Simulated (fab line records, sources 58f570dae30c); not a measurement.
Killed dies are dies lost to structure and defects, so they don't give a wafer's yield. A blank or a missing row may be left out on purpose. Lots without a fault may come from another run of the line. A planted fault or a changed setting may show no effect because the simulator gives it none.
One fault seen from 2 desks | flow berkeley_cmos170 | each desk has only its own numbers; what lay behind them comes last

THE METROLOGY DESK
What the gauges read, lot by lot, whatever tool the lot ran on: means of the sampled wafers that have a number. A lot is out of limits, marked OUT, if its mean lies more than 4 standard deviations from the usual mean; the brackets give that distance.
Columns: A = NVT_OVL at UCB170_NVT_OVL_MEAS_06, usual 1 nm; B = M1_AL_RS at UCB170_M1_RS_MEAS_01, usual 0.0482 ohm/sq; C = M1_AL_THK at UCB170_M1_THK_MEAS_02, usual 607 nm
lot  | first seen here | A  | B                | C
L370 | day 5 20:49     | 8  | 0.0487           | 599
L371 | day 6 03:05     | -2 | 0.0476           | 616
L372 | day 6 08:12     | -1 | 0.0485           | 601
L373 | day 6 08:26     | 4  | 0.0483           | 606
L376 | day 7 06:04     | -5 | 0.0581 (+17) OUT | 506 (-13) OUT
L375 | day 7 06:05     | 5  | 0.0487           | 605
L374 | day 7 06:20     | -5 | 0.0481           | 609
L380 | day 8 10:49     | 7  | 0.0589 (+19) OUT | 495 (-15) OUT
L382 | day 8 11:22     | 1  | 0.0481           | 606
L388 | day 9 18:51     | 3  | 0.0481           | 605
L387 | day 9 18:52     | 5  | 0.0481           | 610
L385 | day 9 19:08     | -8 | 0.0479           | 606
L390 | day 10 07:22    | 0  | 0.0481           | 608
L391 | day 10 18:51    | 7  | 0.0479           | 608
This desk's finding: out of limits on L376, L380; first on L376, day 9 06:19 (M1_AL_RS at UCB170_M1_RS_MEAS_01). In limits: L370, L371, L372, L373, L375, L374, L382, L388, L387, L385, L390, L391.

THE TOOL OWNER'S DESK: pvd_sputter-03
The tool's own readings at UCB170_M1_SPUTTER_00 (material Al, target thk 600 nm, time 80 s): means of the sampled wafers that have a number, for each lot that ran on this tool. A lot is out of limits, marked OUT, if its mean lies more than 4 standard deviations from the usual mean; the brackets give that distance.
Columns: A = cathode_dc_power_W at UCB170_M1_SPUTTER_00, usual 5999.9 W; B = throttle_valve_pct at UCB170_M1_SPUTTER_00, usual 29.3 %
lot  | first seen here | A                        | B
L373 | day 7 17:43     | 5997.6                   | 29.1
L371 | day 7 20:48     | 5999.9                   | 29.3
L375 | day 9 05:14     | 6000.0                   | 29.1
L376 | day 9 06:14     | 4921.7 (-99 or more) OUT | 29.2
L380 | day 10 12:21    | 4921.9 (-99 or more) OUT | 28.9
This desk's finding: out of limits on L376, L380; first on L376, day 9 06:14 (cathode_dc_power_W at UCB170_M1_SPUTTER_00). In limits: L373, L371, L375.

PUT TOGETHER
The tool owner's desk could have raised an alarm at day 9 06:14, on L376, L380.
The metrology desk could have raised an alarm at day 9 06:19, on L376, L380.
Of the lots named, all ran UCB170_M1_SPUTTER_00 on pvd_sputter-03.

WHAT THE SIMULATOR HAD PUT IN
Process parameter drift: pvd_sputter-03, from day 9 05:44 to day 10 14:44, at UCB170_M1_SPUTTER_00. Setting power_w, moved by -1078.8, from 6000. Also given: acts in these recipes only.
Lots struck among those shown: L376, L380.
Hours from the fault's start to each desk's first reading out of limits: the tool owner's desk, 0; the metrology desk, 1.
